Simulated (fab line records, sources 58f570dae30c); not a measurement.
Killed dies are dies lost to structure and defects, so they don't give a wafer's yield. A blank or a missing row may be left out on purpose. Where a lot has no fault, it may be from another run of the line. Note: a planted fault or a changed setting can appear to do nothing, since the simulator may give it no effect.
Which tool is to blame?    flow berkeley_cmos170    13 lots with 37 wafers sampled at 5 steps, on a route of 331 steps

## WHAT THE GAUGES READ, wafer by wafer
UCB170_FIELD_THK_MEAS_90. Usual: FIELD_OXIDE_LEFT_1_THK gives 445 nm (standard deviation 10).
lot   measured     on             FIELD_OXIDE_LEFT_1_THK (nm)  flag
L475  day 4 19:52  film_metro-03  446 455 439                  
L476  day 5 01:42  film_metro-04  438 432 439                  
L477  day 5 12:47  film_metro-04  441 453 441                  
L478  day 5 12:47  film_metro-03  420 432 421                  
L479  day 6 01:53  film_metro-04  448 438 435                  
L480  day 6 01:54  film_metro-03  456 454 449                  
L481  day 6 13:10  film_metro-03  449 430 443                  
L484  day 6 13:10  film_metro-01  435 442 445                  
L488  day 7 16:17  film_metro-04  457                          
L493  day 8 18:04  film_metro-04  444 452 454                  
L495  day 8 18:04  film_metro-03  439 441 436                  
L497  day 9 05:52  film_metro-04  436 432 438                  
L498  day 9 17:05  film_metro-03  450 440 448                  

UCB170_V1_THK_MEAS_01. Usual: V1_TEOS_THK gives 2087 nm (standard deviation 26).
lot   measured      on             V1_TEOS_THK (nm)  flag
L475  day 7 02:30   film_metro-04  2082 2049 2066    
L476  day 7 05:34   film_metro-04  2064 2074 2073    
L477  day 7 21:47   film_metro-02  2106 2063 2107    
L478  day 7 21:48   film_metro-01  2062 2120 2098    
L479  day 8 08:14   film_metro-04  2061 2118 2098    
L480  day 8 08:15   film_metro-02  2099 2143 2147    
L481  day 8 20:22   film_metro-01  2067 2121 2102    
L484  day 9 00:31   film_metro-04  2076 2066 2091    
L488  day 10 07:46  film_metro-04  1796 1797         OFF
L493  day 11 03:02  film_metro-01  2088 2097 2122    
L495  day 11 02:53  film_metro-04  2062 2102 2078    
L497  day 11 14:13  film_metro-01  2068 2088 2075    
L498  day 11 19:27  film_metro-01  2048 2060 2083    

UCB170_V1_THK_MEAS_04. Usual: V1_POLISHED_THK gives 999.6 nm (standard deviation 1.2).
lot   measured      on             V1_POLISHED_THK (nm)  flag
L475  day 7 02:59   film_metro-02  1000.8 999.7 999.8    
L476  day 7 06:03   film_metro-02  999.7 999.7 1001.7    
L477  day 7 22:34   film_metro-02  1001.7 1001.1 999.6   
L478  day 7 22:17   film_metro-01  999.4 1000.9 998.9    
L479  day 8 08:43   film_metro-01  998.3 998.6 1000.2    
L480  day 8 08:44   film_metro-04  998.9 999.7 1000.8    
L481  day 8 20:51   film_metro-01  998.5 999.1 998.7     
L484  day 9 01:00   film_metro-02  999.5 998.0 1000.3    
L488  day 10 11:31  film_metro-02  760.3 759.8           OFF
L493  day 11 03:40  film_metro-04  998.1 999.4 999.9     
L495  day 11 03:22  film_metro-04  1000.9 999.0 1000.0   
L497  day 11 14:41  film_metro-04  1000.3 998.1 999.0    
L498  day 11 19:56  film_metro-04  999.8 1000.7 998.2    

## EACH LOT AND THE TOOL THAT RAN IT (in order: tool; ch and the chambers of the sampled wafers; start)
lot   UCB170_NWELL_STRIP_15                UCB170_V1_CVD_00
L475  plasma_asher-04 ch 0,1, day 2 03:32  pecvd-01 ch 0,1, day 7 02:21
L476  plasma_asher-04 ch 0,1, day 2 12:37  pecvd-02 ch 0,1, day 7 05:25
L477  plasma_asher-03 ch 0,1, day 2 19:19  pecvd-01 ch 0,1,2, day 7 21:38
L478  plasma_asher-04 ch 0,1, day 2 19:37  pecvd-02 ch 1,2, day 7 21:38
L479  plasma_asher-04 ch 0,1, day 3 09:00  pecvd-02 ch 0,2, day 8 08:05
L480  plasma_asher-04 ch 0,1, day 3 12:56  pecvd-03 ch 1,2, day 8 08:05
L481  plasma_asher-04 ch 0,1, day 3 18:54  pecvd-02 ch 0,1, day 8 20:13
L484  plasma_asher-02 ch 0,1, day 4 02:37  pecvd-03 ch 0,1, day 9 00:22
L488  plasma_asher-03 ch 1, day 5 03:01    pecvd-02 ch 2, day 10 07:35
L493  plasma_asher-02 ch 0,1, day 6 05:01  pecvd-03 ch 0,1, day 11 02:52
L495  plasma_asher-04 ch 0,1, day 6 09:19  pecvd-03 ch 0,1, day 11 02:43
L497  plasma_asher-02 ch 0,1, day 6 17:05  pecvd-01 ch 0,1, day 11 14:02
L498  plasma_asher-02 ch 0,1, day 7 01:37  pecvd-03 ch 0,1,2, day 11 19:18
- UCB170_NWELL_STRIP_15: strips in O2.
- UCB170_V1_CVD_00: deposits SiO2 from TEOS/O2, target thk 2000 nm, time 260.8 s.

## AS READ BY THE TOOLS THEMSELVES (means over the sampled wafers that have a number; for cases with no such wafer, the mark the record gives instead)
UCB170_NWELL_STRIP_15. Usual: drypump_motor_current_A 5.57 A, standard deviation 0.29; oes_product_au 0.721 a.u., standard deviation 0.0046; strip_time_to_endpoint_s 18.07 s, standard deviation 0.099.
lot   tool             drypump_motor_current_A (A)  oes_product_au (a.u.)  strip_time_to_endpoint_s (s)  flag
L475  plasma_asher-04  5.39                         0.720                  18.06                         
L476  plasma_asher-04  5.40                         0.722                  18.07                         
L477  plasma_asher-03  5.62                         0.720                  18.07                         
L478  plasma_asher-04  5.40                         0.724                  18.12                         
L479  plasma_asher-04  5.41                         0.722                  18.05                         
L480  plasma_asher-04  5.42                         0.720                  18.11                         
L481  plasma_asher-04  5.40                         0.717                  18.11                         
L484  plasma_asher-02  5.95                         0.715                  18.22                         
L488  plasma_asher-03  5.19                         0.726                  18.14                         
L493  plasma_asher-02  5.94                         0.719                  17.97                         
L495  plasma_asher-04  5.42                         0.722                  18.01                         
L497  plasma_asher-02  5.98                         0.720                  18.13                         
L498  plasma_asher-02  5.93                         0.721                  17.93                         

UCB170_V1_CVD_00. Usual: heater_power_w 252 W, standard deviation 50; pressure_mtorr 9001 mTorr, standard deviation 17.
lot   tool      heater_power_w (W)  pressure_mtorr (mTorr)  flag
L475  pecvd-01  269                 8998                    
L476  pecvd-02  258                 8998                    
L477  pecvd-01  250                 8975                    
L478  pecvd-02  303                 9004                    
L479  pecvd-02  289                 8981                    
L480  pecvd-03  195                 8991                    
L481  pecvd-02  258                 8997                    
L484  pecvd-03  243                 9001                    
L488  pecvd-02  364                 8994                    
L493  pecvd-03  279                 9006                    
L495  pecvd-03  208                 8996                    
L497  pecvd-01  248                 9015                    
L498  pecvd-03  258                 9007                    

## THE ANSWER, worked out from the rows above alone
Rule: lot off if the mean of its wafers having a number is beyond 3 standard deviations from the usual mean. Also off: a lot with no number at a reading for which 4 or more lots have one. Any other lot the step has rows for is counted as sound. The gauges are gone through in route order, then the tools' own readings, and for those a lot's mean is taken as printed above. At the first step where some lot is off, the reading lying furthest off is the one used; lots without a number count as furthest.
Off: L488, seen at UCB170_V1_THK_MEAS_01 (V1_TEOS_THK).
A tool fits if, at a process step before that reading, it ran every lot that is off, and no sound lot after the first of them. Not tried: the gauges at UCB170_V1_THK_MEAS_01; whatever is off there is also off at UCB170_V1_THK_MEAS_04, on other tools, and gauge error can't account for it. 2 tools fit, plasma_asher-03 at UCB170_NWELL_STRIP_15 and pecvd-02 at UCB170_V1_CVD_00, so this cannot tell which one it is.

## WHAT THE SIMULATOR HAD PUT IN
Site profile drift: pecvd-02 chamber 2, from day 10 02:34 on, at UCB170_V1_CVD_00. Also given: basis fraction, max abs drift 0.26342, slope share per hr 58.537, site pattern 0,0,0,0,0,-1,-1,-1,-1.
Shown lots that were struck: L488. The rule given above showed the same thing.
